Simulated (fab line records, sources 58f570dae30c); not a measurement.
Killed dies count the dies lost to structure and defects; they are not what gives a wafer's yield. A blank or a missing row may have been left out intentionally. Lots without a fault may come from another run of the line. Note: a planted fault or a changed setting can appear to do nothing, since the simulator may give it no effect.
Which tool is to blame? | flow berkeley-cmos170 | 39 wafers from 13 lots sampled at 4 of the route's 331 steps

WHAT THE GAUGES SHOWED, per wafer
UCB170_START_THK_MEAS_03.
lot  | measured    | on            | START_OXIDE_THK (nm)
L830 | day 1 15:37 | film-metro-02 | 20.3 20.5 20.4
L831 | day 1 21:10 | film-metro-01 | 20.4 20.4 20.2
L832 | day 2 01:23 | film-metro-04 | 19.8 20.3 20.1
L834 | day 2 09:35 | film-metro-02 | 19.5 19.8 19.5
L835 | day 2 16:27 | film-metro-01 | 19.8 19.8 20.2
L837 | day 2 22:41 | film-metro-02 | 19.5 19.6 19.8
L836 | day 2 22:42 | film-metro-01 | 19.6 19.4 19.7
L838 | day 3 07:02 | film-metro-04 | 20.5 20.4 20.0
L839 | day 3 13:14 | film-metro-04 | 19.9 19.7 19.7
L840 | day 3 17:41 | film-metro-01 | 19.2 19.1 19.4
L843 | day 4 08:57 | film-metro-01 | 20.1 20.0 20.1
L845 | day 4 18:57 | film-metro-01 | 19.6 19.4 19.6
L849 | day 5 14:46 | film-metro-04 | 20.5 20.2 20.3

UCB170_NWELL_THK_MEAS_05.
lot  | measured    | on            | NWELL_NITRIDE_THK (nm)
L830 | day 2 13:43 | film-metro-01 | 220.9 223.4 221.8
L831 | day 2 13:42 | film-metro-03 | 228.5 228.7 226.4
L832 | day 3 01:43 | film-metro-03 | 222.9 225.4 224.1
L834 | day 3 04:56 | film-metro-03 | 222.3 222.8 223.2
L835 | day 3 12:35 | film-metro-03 | 222.6 224.6 223.2
L837 | day 3 17:46 | film-metro-03 | 224.0 222.9 222.5
L836 | day 3 17:47 | film-metro-04 | 223.2 223.4 222.7
L838 | day 4 05:08 | film-metro-01 | 224.2 225.0 222.6
L839 | day 4 09:52 | film-metro-04 | 223.6 223.6 225.8
L840 | day 4 09:51 | film-metro-03 | 229.0 229.5 228.6
L843 | day 5 03:54 | film-metro-03 | 224.3 224.6 223.9
L845 | day 5 17:56 | film-metro-04 | 224.6 225.0 225.5
L849 | day 6 15:37 | film-metro-04 | 213.4 214.0 211.6 213.5 213.9 211.7

UCB170_NWELL_OVL_MEAS_12.
lot  | measured    | on         | NWELL_OVL (nm)
L830 | day 2 15:22 | overlay-02 | -8 -1 0
L831 | day 2 15:31 | overlay-01 | 2 -1 -1
L832 | day 3 03:01 | overlay-02 | 7 5 3
L834 | day 3 06:53 | overlay-02 | 2 9 10
L835 | day 3 13:31 | overlay-01 | 3 15 7
L837 | day 3 19:02 | overlay-02 | -3 7 7
L836 | day 3 18:49 | overlay-01 | 1 -4 -5
L838 | day 4 06:02 | overlay-01 | 0 0 0
L839 | day 4 11:15 | overlay-02 | -3 2 5
L840 | day 4 11:31 | overlay-02 | 6 2 10
L843 | day 5 04:50 | overlay-01 | -3 -3 -1
L845 | day 5 19:05 | overlay-02 | 13 12 9
L849 | day 6 19:01 | overlay-02 | 0 -1 -2

TOOL THAT RAN EACH LOT (tool first, then ch and the chambers of the sampled wafers, then the start)
lot  | UCB170_NWELL_CVD_04
L830 | lpcvd-01 ch 1, day 2 11:46
L831 | lpcvd-01 ch 1, day 2 11:46
L832 | lpcvd-02 ch 0, day 2 23:47
L834 | lpcvd-02 ch 1, day 3 02:59
L835 | lpcvd-01 ch 1, day 3 10:38
L837 | lpcvd-01 ch 0, day 3 15:50
L836 | lpcvd-01 ch 0, day 3 15:50
L838 | lpcvd-02 ch 0, day 4 03:12
L839 | lpcvd-01 ch 1, day 4 07:55
L840 | lpcvd-01 ch 1, day 4 07:55
L843 | lpcvd-01 ch 0, day 5 01:58
L845 | lpcvd-01 ch 1, day 5 16:00
L849 | lpcvd-01 ch 1, day 6 13:41
- UCB170_NWELL_CVD_04: deposits Si3N4 from SiH2Cl2/NH3, target thk 224 nm, time 3360 s.

AS READ BY THE TOOLS THEMSELVES (means over the sampled wafers that have a number; for cases with no such wafer, the mark the record gives instead)
UCB170_NWELL_CVD_04.
lot  | tool     | sih2cl2-flow-sccm (sccm)
L830 | lpcvd-01 | 25.07
L831 | lpcvd-01 | 25.01
L832 | lpcvd-02 | 24.99
L834 | lpcvd-02 | 24.99
L835 | lpcvd-01 | 25.01
L837 | lpcvd-01 | 24.96
L836 | lpcvd-01 | 25.12
L838 | lpcvd-02 | 24.92
L839 | lpcvd-01 | 24.91
L840 | lpcvd-01 | 25.01
L843 | lpcvd-01 | 25.00
L845 | lpcvd-01 | 24.96
L849 | lpcvd-01 | 19.95

THE ANSWER, worked out from the rows above alone
Rule: what is usual is taken from the lots themselves. Put in order of their means at a reading, lots are off if they are a third of the lots or fewer, leave a main group of 4 or more, and stand apart from it by a gap of 3 or more times the standard deviation of the main group's means; of several such gaps the widest counts. Not used: any main group whose means are identical at the precision the tables above print for the reading. Also off: a lot with no number at a reading for which 4 or more lots have one. Any other lot the step has rows for is counted as sound. Order of review: gauges by route order, followed by the tools' own readings, for which a lot's mean as printed above is used. The first step at which some lot is off is used, and at that step the reading that is off furthest; a lot without a number counts as furthest.
Off: L849, at UCB170_NWELL_THK_MEAS_05 (NWELL_NITRIDE_THK). The main group: mean 224.4 nm, standard deviation 2.
If a tool, at a process step before that reading, ran all the lots that are off and no sound lot after the first of them, it fits. The gauges at UCB170_NWELL_THK_MEAS_05 aren't tried: what is off there is off at UCB170_NWELL_CVD_04 too, on other tools, and a gauge's error can't cause that. One candidate fits, namely lpcvd-01 at UCB170_NWELL_CVD_04. Its last sound lot is L845 (day 5 16:00), its first lot that is off L849 (day 6 13:41): a fault that began between those two fits.
The tool's own readings at UCB170_NWELL_CVD_04 bear it out: on the lots that are off they differ by more than 5 times the standard deviation of the sound lots' means. sih2cl2-flow-sccm reads 19.95 sccm there against 25.00 sccm on the sound lots.

WHAT THE SIMULATOR PUT IN
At UCB170_NWELL_CVD_04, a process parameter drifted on lpcvd-01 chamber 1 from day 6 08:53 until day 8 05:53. Setting sih2cl2-flow-sccm, moved by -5, from 25. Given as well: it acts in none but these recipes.
Struck lots among those shown: L849. The same result came from the rule above.
